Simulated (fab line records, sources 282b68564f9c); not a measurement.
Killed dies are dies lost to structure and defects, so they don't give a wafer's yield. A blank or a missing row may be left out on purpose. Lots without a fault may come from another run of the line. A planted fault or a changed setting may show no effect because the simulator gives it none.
A struck lot beside a sound one | flow rit_cmos | 17 steps out of a route of 202
Sound: wafers L278.3, L278.4, L278.5. Struck: wafer L288.4. (L288.1, L288.5 of the same lot were not struck and are left out.) The cause comes at the end.
At each step with rows: each side's tool, then ch and its chambers, then its first start. Under that, the readings that differ: sound wafers | struck wafers | difference of the means | sigmas: that difference in standard deviations of wafers without a fault.
alike: readings whose means differ by less than 2 such deviations, and words and numbers that are the same on both sides. not compared: withheld readings, readings that some wafer has no value for, bounds like >300 that may hide the same value, and numbers for which the record gives no deviation and whose values overlap.
The two part at a step that has a row with sigmas, a row that says differs or no value, or rows on one side only. Numbers that don't overlap but have no deviation are shown without sigmas and don't part them. A reading that every wafer of one side lacks parts them only if that side has two wafers or more.

first, 4 steps without rows for these wafers: RIT_CONTACT_SOFTBAKE_04 (time 60 s); RIT_CONTACT_EXPOSE_05 (exposes mask M11, target cd 1000 nm); RIT_CONTACT_PEB_06; RIT_CONTACT_DEVELOP_07 (develop time 120 s).
RIT_CONTACT_CD_MEAS_08: target cd 1000 nm.
  sound on cd_sem-02, day 3 15:47; struck on cd_sem-02, day 5 18:10
  alike: cd_nm
RIT_CONTACT_OVL_MEAS_09:
  sound on overlay-02, day 3 15:53; struck on overlay-02, day 5 18:17
  alike: CONTACT_OVL
then, 1 step without rows for these wafers: RIT_CONTACT_HARDBAKE_10 (time 60 s).
RIT_CONTACT_ETCH_11: etches SiO2 in CHF3/CF4/Ar, stops on TiSi2, target depth 480 nm, time 320 s.
  sound on rie_diel-01 ch 0,1, day 3 16:04; struck on rie_diel-02 ch 1, day 5 18:28
  reading                | sound          | struck | difference | sigmas
  throttle_valve_pct (%) | 8.89 8.80 8.80 | 9.07   | +0.24      | +2
  alike: O2_flow_sccm, drypump_motor_current_A, oes_product_au
  not compared: rf_hours_counter_h
RIT_CONTACT_STRIP_12: strips in O2, time 180 s.
  sound on plasma_asher-04 ch 0,1, day 3 16:19; struck on plasma_asher-02 ch 0, day 5 18:40
  alike: drypump_motor_current_A
  not compared: rf_hours_counter_h
RIT_CONTACT_CD_MEAS_90: target cd 1000 nm.
  sound on cd_sem-01, day 3 16:28; struck on cd_sem-02, day 5 18:50
  alike: cd_nm
then, 2 steps without rows for these wafers: RIT_CONTACT_CLEAN_13 (cleans in SC1, time 600 s); RIT_CONTACT_CLEAN_14 (cleans in SC2, time 600 s).
RIT_M1_SPUTTER_00: material Al, target thk 400 nm, time 500 s.
  sound on pvd_sputter-02, day 3 16:54; struck on pvd_sputter-02, day 5 19:19
  reading                               | sound                | struck | difference | sigmas
  cathode_dc_power_W (W)                | 1999.7 2000.1 2000.0 | 1998.9 | -1.0       | -3
  model.Al_of_M1_SPUTTER_00.thk_nm (nm) | 395.6 395 396.3      | 368.4  | -27.2      |
  alike: chamber_pressure_pa, throttle_valve_pct
RIT_M1_RS_MEAS_01: measures by four-point-probe.
  sound on film_metro-01, day 3 17:14; struck on film_metro-02, day 5 19:36
  reading           | sound                | struck | difference | sigmas
  M1_AL_RS (ohm/sq) | 0.0745 0.0746 0.0743 | 0.0798 | +0.0053    | +7
RIT_M1_THK_MEAS_02: measures by xrf.
  sound on film_metro-01, day 3 17:20; struck on film_metro-02, day 5 19:43
  reading        | sound       | struck | difference | sigmas
  M1_AL_THK (nm) | 396 394 398 | 365    | -31        | -6
then, 1 step without rows for these wafers: RIT_M1_HMDS_03 (prime time 60 s).
RIT_M1_PROBE_99:
  sound on prober-02, day 3 21:08; struck on prober-01, day 6 08:03
  reading                 | sound       | struck | difference | sigmas
  killed_open             | 5 4 3       | 0      | -4         | -2
  sort_bin_5_function (%) | 2.7 2.3 1.9 | 0.8    | -1.5       | -2
  alike: defect_limited_yield, killed_at_M0_to_M3, killed_at_contacts, killed_at_front_end, killed_dies, killed_short, sort_bin_3_pad_short, sort_bin_6_memory, sort_n_pass, sort_yield_pct

WHERE THEY PART
First at RIT_CONTACT_ETCH_11; last, within this record, at RIT_M1_PROBE_99.

WHY: what the simulator had put in
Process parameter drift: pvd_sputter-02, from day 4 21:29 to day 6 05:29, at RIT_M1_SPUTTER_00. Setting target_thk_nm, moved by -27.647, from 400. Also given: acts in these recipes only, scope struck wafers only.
